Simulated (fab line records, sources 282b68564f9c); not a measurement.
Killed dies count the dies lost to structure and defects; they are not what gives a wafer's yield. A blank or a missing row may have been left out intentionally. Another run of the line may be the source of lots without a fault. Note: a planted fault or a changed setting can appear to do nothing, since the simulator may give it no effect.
Which of the tools did it? -- flow ritCmos -- 15 lots, 45 wafers sampled, at 3 steps of a route of 202

## WHAT THE GAUGES SHOWED, per wafer
RIT_WELLDRIVE_RS_MEAS_01: measurement is done with a four-point probe.
lot,measured,on,NWELL_RS (ohm/sq)
L920,day 2 08:42,filmMetro-04,276.7 276.3 275.7
L921,day 2 18:41,filmMetro-04,275.4 275.6 276.0
L922,day 2 18:41,filmMetro-02,276.7 276.9 276.5
L923,day 3 00:25,filmMetro-02,275.9 274.5 275.4
L924,day 3 05:44,filmMetro-04,274.7 275.7 275.1
L925,day 3 09:17,filmMetro-04,273.1 274.3 274.0
L926,day 3 12:26,filmMetro-02,277.0 276.5 276.8
L927,day 3 16:35,filmMetro-01,273.8 275.2 274.0
L928,day 3 21:46,filmMetro-04,301.5 302.0 301.6
L929,day 4 04:13,filmMetro-04,301.0 301.1 300.3
L930,day 4 10:55,filmMetro-01,300.2 300.0 300.3
L938,day 6 08:07,filmMetro-04,275.5 276.1 275.5
L939,day 6 11:15,filmMetro-01,276.9 275.9 276.8
L940,day 6 11:16,filmMetro-02,275.3 275.7 276.2
L942,day 7 01:07,filmMetro-01,274.7 275.8 274.2

RIT_WELLDRIVE_RS_MEAS_02: measurement is done with a four-point probe.
lot,measured,on,PWELL_RS (ohm/sq)
L920,day 2 08:49,filmMetro-04,430.9 429.9 430.6
L921,day 2 18:48,filmMetro-04,431.3 432.4 431.4
L922,day 2 18:48,filmMetro-02,432.0 432.3 431.0
L923,day 3 00:32,filmMetro-02,432.1 432.2 431.1
L924,day 3 05:52,filmMetro-04,432.8 432.8 432.0
L925,day 3 09:25,filmMetro-04,428.7 431.2 430.3
L926,day 3 12:33,filmMetro-02,428.7 429.0 429.4
L927,day 3 16:43,filmMetro-01,429.6 430.2 430.3
L928,day 3 21:53,filmMetro-04,457.0 458.3 457.3
L929,day 4 04:20,filmMetro-04,456.5 456.4 456.8
L930,day 4 11:02,filmMetro-01,454.3 456.1 455.5
L938,day 6 08:14,filmMetro-04,429.3 430.0 430.2
L939,day 6 11:22,filmMetro-01,430.9 431.3 430.8
L940,day 6 11:23,filmMetro-02,434.0 433.3 432.9
L942,day 7 01:14,filmMetro-01,429.6 431.8 431.4

## TOOL THAT RAN EACH LOT (tool first, then ch and the chambers of the sampled wafers, then the start)
lot,RIT_WELLDRIVE_ANNEAL_00
L920,"furnace-04 ch 0, day 2 03:36"
L921,"furnace-01 ch 0, day 2 13:35"
L922,"furnace-01 ch 0, day 2 13:35"
L923,"furnace-04 ch 0, day 2 19:19"
L924,"furnace-04 ch 0, day 3 00:39"
L925,"furnace-03 ch 0, day 3 04:11"
L926,"furnace-01 ch 0, day 3 07:18"
L927,"furnace-04 ch 0, day 3 11:28"
L928,"furnace-04 ch 0, day 3 16:41"
L929,"furnace-04 ch 0, day 3 23:08"
L930,"furnace-04 ch 0, day 4 05:47"
L938,"furnace-03 ch 0, day 6 02:59"
L939,"furnace-01 ch 0, day 6 06:10"
L940,"furnace-01 ch 0, day 6 06:10"
L942,"furnace-04 ch 0, day 6 20:01"
- RIT_WELLDRIVE_ANNEAL_00: time 14700 s.

## WHAT THE TOOLS THEMSELVES READ (means of the sampled wafers that have a number; where no wafer has one, the mark that the record gives instead)
RIT_WELLDRIVE_ANNEAL_00.
lot,tool,runLengthS (s)
L920,furnace-04,18269
L921,furnace-01,18276
L922,furnace-01,18273
L923,furnace-04,18264
L924,furnace-04,18270
L925,furnace-03,18261
L926,furnace-01,18277
L927,furnace-04,18276
L928,furnace-04,12401
L929,furnace-04,12385
L930,furnace-04,12385
L938,furnace-03,18252
L939,furnace-01,18267
L940,furnace-01,18274
L942,furnace-04,18269

## THE ANSWER, worked out from the rows above alone
Rule: the lots themselves supply what counts as usual. Put in order of their means at a reading, lots are off if they are a third of the lots or fewer, leave a main group of 4 or more, and stand apart from it by a gap of 3 or more times the standard deviation of the main group's means; of several such gaps the widest counts. The tables above print the reading to a certain number of digits; a main group whose means all agree to those digits is not used. Also off: a lot with no number at a reading for which 4 or more lots have one. Where the step has rows for the other lots, those lots are counted as sound. The gauges are gone through in route order, then the tools' own readings, and for those a lot's mean is taken as printed above. The first step at which some lot is off is used, and at that step the reading that is off furthest; a lot without a number counts as furthest.
Off: L928, L929, L930, at RIT_WELLDRIVE_RS_MEAS_01 (NWELL_RS). Main group: mean 275.6 ohm/sq, sd 0.89.
If a tool, at a process step before that reading, ran all the lots that are off and no sound lot after the first of them, it fits. The gauges at RIT_WELLDRIVE_RS_MEAS_01 aren't tried: what is off there is off at RIT_WELLDRIVE_ANNEAL_00 too, on other tools, and a gauge's error can't cause that. Not one of the candidates tried fits.

## WHAT THE SIMULATOR HAD PUT IN
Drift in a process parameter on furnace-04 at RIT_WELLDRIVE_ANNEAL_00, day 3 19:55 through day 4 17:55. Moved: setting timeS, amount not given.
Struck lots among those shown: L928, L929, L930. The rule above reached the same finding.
